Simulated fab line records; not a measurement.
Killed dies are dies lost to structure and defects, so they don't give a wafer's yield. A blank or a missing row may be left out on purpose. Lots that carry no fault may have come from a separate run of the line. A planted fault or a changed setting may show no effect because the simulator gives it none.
A struck lot beside a sound one / flow berkeley-cmos170 / 18 steps out of a route of 331
Sound: the wafers L119.2, L119.5, L119.6. Wafers struck: L112.2, L112.4, L112.5. At the end, the cause is stated.
Order at every step that has rows: each side's tool, ch and its chambers, its first start. Under that, the readings that differ: sound wafers / struck wafers / difference of the means / sigmas: that difference in standard deviations of wafers without a fault.
alike: readings whose means differ by less than 2 such deviations, and words and numbers that are the same on both sides. not compared: withheld readings, readings that some wafer has no value for, bounds like >300 that may hide the same value, and numbers for which the record gives no deviation and whose values overlap.
Wherever a step has rows on one side only, a row that says differs or no value, or a row with sigmas, the two part there. Non-overlapping numbers with no deviation appear without sigmas and do not part them. A reading that every wafer of one side lacks parts them only if that side has two wafers or more.

first, 2 steps without rows for these wafers: UCB170_NLDD_IMPLANT_08; UCB170_NLDD_IMPLANT_09.
UCB170_NLDD_STRIP_10: strips in O2.
  sound on plasma-asher-03 ch 0,1, day 10 20:41; struck on plasma-asher-03 ch 0, day 9 06:01
  alike: drypump-motor-current-A, oes-product-au, strip-time-to-endpoint-s
  not compared: rf-hours-counter-h
UCB170_NLDD_TW_MEAS_11:
  sound: film-metro-04 at day 10 20:48; struck: film-metro-01 at day 9 06:07
  alike: NLDD_TW
then, 1 step without rows for these wafers: UCB170_NLDD_CLEAN_12 (cleans in SPM, time 600 s).
UCB170_SPACER_CVD_00: deposits SiO2 from TEOS/O2, target thk 376 nm, time 47 s.
  sound on pecvd-03 ch 1,2, day 10 21:02; struck on pecvd-02 ch 0,1,2, day 9 06:22
  alike: heater-power-w, pressure-mtorr, susceptor-temp-C
UCB170_SPACER_THK_MEAS_01:
  sound: film-metro-01 at day 10 21:05; struck: film-metro-03 at day 9 06:25
  alike: SPACER_TEOS_THK
then, 1 step without rows for these wafers: UCB170_SPACER_ANNEAL_02 (time 1800 s).
UCB170_SPACER_ETCHBACK_03: etches SiO2 in CHF3/CF4/Ar, stops on Si, target depth 376 nm, time 100 s.
  sound on rie-diel-03 ch 1,2, day 11 00:26; struck on rie-diel-03 ch 0,2, day 9 10:55
  alike: drypump-motor-current-A, oes-product-au, throttle-valve-pct
  not compared: rf-hours-counter-h
then, 3 steps without rows for these wafers: UCB170_PSD_HMDS_00 (prime time 60 s); UCB170_PSD_COAT_01 (resist thk 900 nm); UCB170_PSD_SOFTBAKE_02 (time 60 s).
UCB170_PSD_EXPOSE_03: exposes mask PSELECT MOD, target cd 1200 nm.
  sound on krf-scanner-02 ch 0, day 11 01:13; struck on krf-scanner-01 ch 0, day 9 11:44
reading=model.PSD.overlay-x-nm (nm); sound=2.793 2.793 2.793; struck=-160.1 -160.1 -160.1; difference=-162.9; sigmas=
  alike: mask
then, 2 steps without rows for these wafers: UCB170_PSD_PEB_04; UCB170_PSD_DEVELOP_05 (develop time 45 s).
UCB170_PSD_CD_MEAS_06: target cd 1200 nm.
  sound: cd-sem-01 at day 11 01:37; struck: cd-sem-01 at day 9 12:29
  alike: cd-nm
UCB170_PSD_OVL_MEAS_07:
  sound: overlay-02 at day 11 01:43; struck: overlay-02 at day 9 12:48
reading=PSD_OVL (nm); sound=12 1 9; struck=-168 -165 -155; difference=-170; sigmas=-30
  not compared: hold
UCB170_M3_PROBE_99:
  only the struck wafers here have rows in the record (prober-02, day 11 08:07); the sound ones have none

WHERE THEY PART
Last at UCB170_M3_PROBE_99 as far as this record goes, first at UCB170_PSD_OVL_MEAS_07.

WHY: the cause the simulator had injected
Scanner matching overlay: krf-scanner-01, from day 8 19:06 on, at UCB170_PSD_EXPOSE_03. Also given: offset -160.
